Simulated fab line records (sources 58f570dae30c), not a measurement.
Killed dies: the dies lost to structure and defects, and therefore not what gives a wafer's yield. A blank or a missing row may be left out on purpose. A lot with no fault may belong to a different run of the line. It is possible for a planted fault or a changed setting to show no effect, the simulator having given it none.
Which of the tools did it? -- flow berkeley cmos170 -- 14 lots, 42 wafers sampled, at 4 steps of a route of 331

## WHAT EACH GAUGE READ, for each wafer
UCB170_M2_THK_MEAS_03: measures by xrf. Usual: for M2_AL_THK the level is 894 nm and the standard deviation is 11.
lot,measured,on,M2_AL_THK (nm),flag
L303,day 7 06:25,film metro-04,906 886 892,
L304,day 7 13:53,film metro-04,877 876 871,
L308,day 8 06:15,film metro-03,894 901 896,
L306,day 8 05:42,film metro-04,889 900 889,
L307,day 8 05:48,film metro-03,886 888 892,
L305,day 8 06:00,film metro-04,893 890 902,
L313,day 9 07:26,film metro-04,901 884 891,
L311,day 9 09:53,film metro-04,876 883 891,
L314,day 9 10:07,film metro-02,876 876 880,
L316,day 10 02:37,film metro-04,898 896 900,
L318,day 10 07:01,film metro-04,905 904 901,
L321,day 10 19:26,film metro-02,892 893 890,
L324,day 11 14:53,film metro-04,912 916 914,
L325,day 12 04:07,film metro-04,909 910 909,

UCB170_M3_CD_MEAS_90: the cd target is 700 nm. Usual: cd nm 700.2 nm, standard deviation 2.
lot,measured,on,cd nm (nm),flag
L303,day 7 14:07,cd sem-01,699.3 699.2 698.1,
L304,day 7 22:13,cd sem-02,701.0 700.6 701.1,
L308,day 8 17:11,cd sem-01,701.4 703.2 700.1,
L306,day 8 16:00,cd sem-02,702.2 703.4 701.4,
L307,day 8 16:49,cd sem-02,700.5 701.9 702.1,
L305,day 8 17:02,cd sem-01,697.9 698.3 700.1,
L313,day 9 17:37,cd sem-01,701.7 701.5 704.8,
L311,day 9 20:34,cd sem-01,700.8 696.8 700.7,
L314,day 9 20:36,cd sem-02,700.5 700.6 702.0,
L316,day 10 09:58,cd sem-01,698.5 703.3 698.1,
L318,day 10 15:08,cd sem-02,700.3 701.4 700.3,
L321,day 11 02:45,cd sem-01,702.5 700.4 698.9,
L324,day 11 23:10,cd sem-01,701.6 699.0 702.4,
L325,day 12 11:15,cd sem-01,698.6 702.0 702.9,

UCB170_M3_BOW_MEAS_20. Usual: for M3_BOW the level is 36 um and the standard deviation is 7.1.
lot,measured,on,M3_BOW (um),flag
L303,day 7 14:20,film metro-02,28 25 37,
L304,day 7 22:20,film metro-04,36 31 42,
L308,day 8 17:18,film metro-01,28 20 31,
L306,day 8 16:07,film metro-01,31 40 33,
L307,day 8 16:56,film metro-01,39 41 36,
L305,day 8 17:10,film metro-01,36 46 38,
L313,day 9 17:44,film metro-04,26 34 36,
L311,day 9 20:41,film metro-02,37 46 41,
L314,day 9 20:43,film metro-04,40 25 40,
L316,day 10 10:05,film metro-02,42 30 38,
L318,day 10 15:15,film metro-02,26 34 31,
L321,day 11 02:52,film metro-04,25 45 31,
L324,day 11 23:17,film metro-04,49 44 30,
L325,day 12 11:22,film metro-02,46 33 39,

## WHICH TOOL RAN EACH LOT (tool, then ch and the chambers of the sampled wafers, then the start)
lot,UCB170_PVT_STRIP_08
L303,"plasma asher-03 ch 0,1, day 5 10:00"
L304,"plasma asher-03 ch 0,1, day 5 19:56"
L308,"plasma asher-04 ch 0, day 6 08:20"
L306,"plasma asher-01 ch 0,1, day 6 09:16"
L307,"plasma asher-01 ch 0,1, day 6 09:47"
L305,"plasma asher-04 ch 0,1, day 6 09:52"
L313,"plasma asher-04 ch 0,1, day 7 12:05"
L311,"plasma asher-04 ch 0,1, day 7 12:36"
L314,"plasma asher-01 ch 0,1, day 7 12:36"
L316,"plasma asher-01 ch 0,1, day 8 07:34"
L318,"plasma asher-04 ch 0,1, day 8 14:53"
L321,"plasma asher-04 ch 0,1, day 9 00:39"
L324,"plasma asher-04 ch 0,1, day 9 18:45"
L325,"plasma asher-03 ch 0,1, day 10 01:43"
- UCB170_PVT_STRIP_08: strips in O2.

## AS READ BY THE TOOLS THEMSELVES (means over the sampled wafers that have a number; for cases with no such wafer, the mark the record gives instead)
UCB170_PVT_STRIP_08. Usual: drypump motor current A 5.7 A, standard deviation 0.48; oes product au 0.734 a.u., standard deviation 0.0044; strip time to endpoint s 21.61 s, standard deviation 0.054.
lot,tool,drypump motor current A (A),oes product au (a.u.),strip time to endpoint s (s),flag
L303,plasma asher-03,5.2,0.733,21.64,
L304,plasma asher-03,5.3,0.738,21.63,
L308,plasma asher-04,6.2,0.731,21.61,
L306,plasma asher-01,5.5,0.734,21.54,
L307,plasma asher-01,5.5,0.734,21.56,
L305,plasma asher-04,6.1,0.733,21.60,
L313,plasma asher-04,6.2,0.732,21.63,
L311,plasma asher-04,6.0,0.736,21.60,
L314,plasma asher-01,5.5,0.731,21.60,
L316,plasma asher-01,5.5,0.736,21.59,
L318,plasma asher-04,6.1,0.733,21.59,
L321,plasma asher-04,6.1,0.738,21.65,
L324,plasma asher-04,6.0,0.739,21.52,
L325,plasma asher-03,5.3,0.737,21.57,

## THE ANSWER, worked out from the rows above alone
Rule: lot off if the mean of its wafers having a number is beyond 3 standard deviations from the usual mean. A lot without any number at a reading at which 4 lots or more have one is off too. The other lots that the step has rows for count as sound. The gauges are gone through in route order, then the tools' own readings, and for those a lot's mean is taken as printed above. The first step at which some lot is off is used, and at that step the reading that is off furthest; a lot without a number counts as furthest.
Across all readings shown, no lot is off: no conclusion can be drawn from this.

## WHAT THE SIMULATOR HAD INSERTED
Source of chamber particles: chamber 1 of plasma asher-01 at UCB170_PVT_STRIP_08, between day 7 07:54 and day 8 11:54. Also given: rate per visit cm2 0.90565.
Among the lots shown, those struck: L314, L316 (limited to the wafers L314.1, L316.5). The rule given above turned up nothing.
